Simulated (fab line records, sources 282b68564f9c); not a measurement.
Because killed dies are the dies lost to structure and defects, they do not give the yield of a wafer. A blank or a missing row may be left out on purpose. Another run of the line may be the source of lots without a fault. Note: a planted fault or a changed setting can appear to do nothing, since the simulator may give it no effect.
Split-lot study	flow ritCmos	route with 202 steps; 5 lots, 23 wafers read

== THE SPLIT ==
At RIT_NRETRO_IMPLANT_08, the setting energyKev was moved away from the recipe's 70 on 12 of the 23 wafers read, by -2.0% to +4.2%. This setting was run at the recipe's value on the other wafers.

Reading taken at the split's own step.

== THE READING ==
The simulator's own value implant.drpNm, read by no gauge, in nm at RIT_NRETRO_IMPLANT_08. The file gives no usual value for it.

wafer	tool, chamber at the split	energyKev as run	against the recipe	implant.drpNm, nm	against lot-mates on the recipe
L076.1	implanter-01, 0	70	recipe	33.94	-
L076.4	implanter-01, 0	70	recipe	33.94	-
L076.5	implanter-01, 0	70	recipe	33.94	-
L077.1	implanter-01, 0	70	recipe	33.94	-
L077.3	implanter-01, 0	70	recipe	33.94	-
L077.2	implanter-01, 0	72.01	+2.9%	34.76	+0.82
L077.4	implanter-01, 0	72.01	+2.9%	34.76	+0.82
L077.6	implanter-01, 0	72.01	+2.9%	34.76	+0.82
L079.2	implanter-01, 0	72.92	+4.2%	35.12	+1.18
L079.3	implanter-01, 0	72.92	+4.2%	35.12	+1.18
L079.5	implanter-01, 0	72.92	+4.2%	35.12	+1.18
L079.4	implanter-01, 0	70	recipe	33.94	-
L079.6	implanter-01, 0	70	recipe	33.94	-
L082.2	implanter-03, 0	71.49	+2.1%	34.55	+0.61
L082.3	implanter-03, 0	71.49	+2.1%	34.55	+0.61
L082.6	implanter-03, 0	71.49	+2.1%	34.55	+0.61
L082.4	implanter-03, 0	70	recipe	33.94	-
L082.5	implanter-03, 0	70	recipe	33.94	-
L085.1	implanter-02, 0	70	recipe	33.94	-
L085.2	implanter-02, 0	70	recipe	33.94	-
L085.3	implanter-02, 0	68.62	-2.0%	33.37	-0.57
L085.4	implanter-02, 0	68.62	-2.0%	33.37	-0.57
L085.5	implanter-02, 0	68.62	-2.0%	33.37	-0.57

THE FIT
A straight line over all 23 wafers: implant.drpNm changes by +0.285 nm for each +1% of energyKev; r = +1.00; the points scatter about the line by 0.0045 nm.
The same after taking each lot's own level away (the mean of its wafers on the recipe; 23 wafers): +0.285 nm for each +1%; r = +1.00; scatter 0.0045 nm.
According to that fit, moving energyKev by its largest amount changes the reading by 1.2 nm.
The lots' own levels span 33.940 to 33.940 nm.
Hence the lot-to-lot level has little effect on the slope; both slopes agree.
Check: +1.19 nm against its lot-mates is what the line predicts for one of the wafers moved furthest among these (+4.2%) when that wafer is left out of the fit. Against them it came out at +1.18 nm.

== ADDITIONAL SPLITS CARRIED BY THESE WAFERS ==
Before the reading, these wafers also passed through other splits. Each is held against what the fit with the lots' levels taken away leaves over:
other split on the same wafers	wafers away from the commonest value	r with implant.drpNm (lot level and that fit taken away)
RIT_FOX2_OXIDATION_00 oxTimeS	13	-0.68
RIT_PWELL_SOFTBAKE_02 tempC	6	+0.06

== THE WHOLE CHAIN: every reading that the file lists as answering this split, in the file's order ==
step	what it does	reading	change (the file's fit)	r (the file's)
RIT_NRETRO_IMPLANT_08		implant.rpNm (the simulator's own value, which no gauge read)	+0.867 nm for each +1% of the setting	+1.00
RIT_NRETRO_IMPLANT_08		implant.drpNm (the simulator's own value, which no gauge read)	+0.285 nm for each +1% of the setting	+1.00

== FILE'S OWN FIT ==
implant.drpNm changes by +0.285 nm for each +1% of energyKev, r = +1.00.
